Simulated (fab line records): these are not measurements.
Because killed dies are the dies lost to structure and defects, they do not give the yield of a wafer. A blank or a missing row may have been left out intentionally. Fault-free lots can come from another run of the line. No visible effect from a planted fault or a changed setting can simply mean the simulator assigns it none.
Chamber matching + flow berkeley-cmos170 + UCB170_V2_CMP_02 on cmp-01: 4 sister chambers
The step polishes SiO2. 16 wafers are shown with their chamber, then 8 later ones without.

## EACH WAFER AND ITS CHAMBER
| wafer  | chamber | motor-current-A (A) | platen-rpm (rpm) |
|--------|---------|---------------------|------------------|
| L462.3 | 1       | 16.4                | 60.01            |
| L462.4 | 0       | 16.4                | 60.01            |
| L462.6 | 2       | 16.8                | 60.02            |
| L463.1 | 0       | 15.8                | 60.01            |
| L463.3 | 2       | 14.9                | 59.97            |
| L463.6 | 1       | 17.4                | 60.03            |
| L464.2 | 3       | 13.3                | 59.89            |
| L464.5 | 1       | 17.2                | 60.01            |
| L464.6 | 0       | 15.9                | 59.93            |
| L469.2 | 0       | 15.8                | 59.98            |
| L469.3 | 2       | 15.9                | 60.02            |
| L469.5 | 1       | 17.9                | 60.08            |
| L482.1 | 1       | 16.3                | 60.04            |
| L482.2 | 2       | 15.5                | 60.03            |
| L482.6 | 1       | 17.2                | 60.01            |
| L481.1 | 2       | 15.7                | 60.00            |

SIGNATURES (averages over the wafers above)
| reading         | chamber 0 | chamber 1 | chamber 2 | chamber 3 | scatter within a chamber |
|-----------------|-----------|-----------|-----------|-----------|--------------------------|
| motor-current-A | 15.975    | 17.067    | 15.760    | 13.300    | 0.58                     |
| platen-rpm      | 59.9825   | 60.0300   | 60.0080   | 59.8900   | 0.0294                   |
Rule: a wafer's distance from a chamber is the root of the sum, over the readings, of the square of ((its reading less the chamber's mean) divided by the reading's scatter). If the next closest chamber is less than 2 further off than the closest, the wafer can't be placed; otherwise it belongs to the closest. The scatter: take each reading less its chamber's mean, square it, sum over the shown wafers, divide by the number of wafers less the number of chambers, and take the root.

## WAFERS WITH NO CHAMBER GIVEN
| wafer  | motor-current-A (A) | platen-rpm (rpm) |
|--------|---------------------|------------------|
| L481.3 | 17.2                | 60.04            |
| L481.4 | 14.7                | 59.98            |
| L483.1 | 17.2                | 60.00            |
| L483.5 | 16.7                | 60.03            |
| L483.6 | 15.8                | 59.97            |
| L485.2 | 15.9                | 60.03            |
| L485.4 | 14.3                | 60.01            |
| L485.6 | 16.2                | 59.93            |

## WHICH CHAMBER EACH ONE RAN IN
| wafer  | from the rows above          | in truth |
|--------|------------------------------|----------|
| L481.3 | 1                            | 1        |
| L481.4 | can't be placed: 2 or 0 or 3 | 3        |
| L483.1 | can't be placed: 1 or 0 or 2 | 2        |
| L483.5 | can't be placed: 1 or 2 or 0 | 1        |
| L483.6 | can't be placed: 0 or 2      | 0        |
| L485.2 | can't be placed: 2 or 0 or 1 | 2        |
| L485.4 | can't be placed: 2 or 0 or 3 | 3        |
| L485.6 | can't be placed: 0 or 2 or 1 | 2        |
1 of 8 placed correctly. These rows do not allow placing 7 (true chamber among the candidates in 7). Placed wrongly: 0.
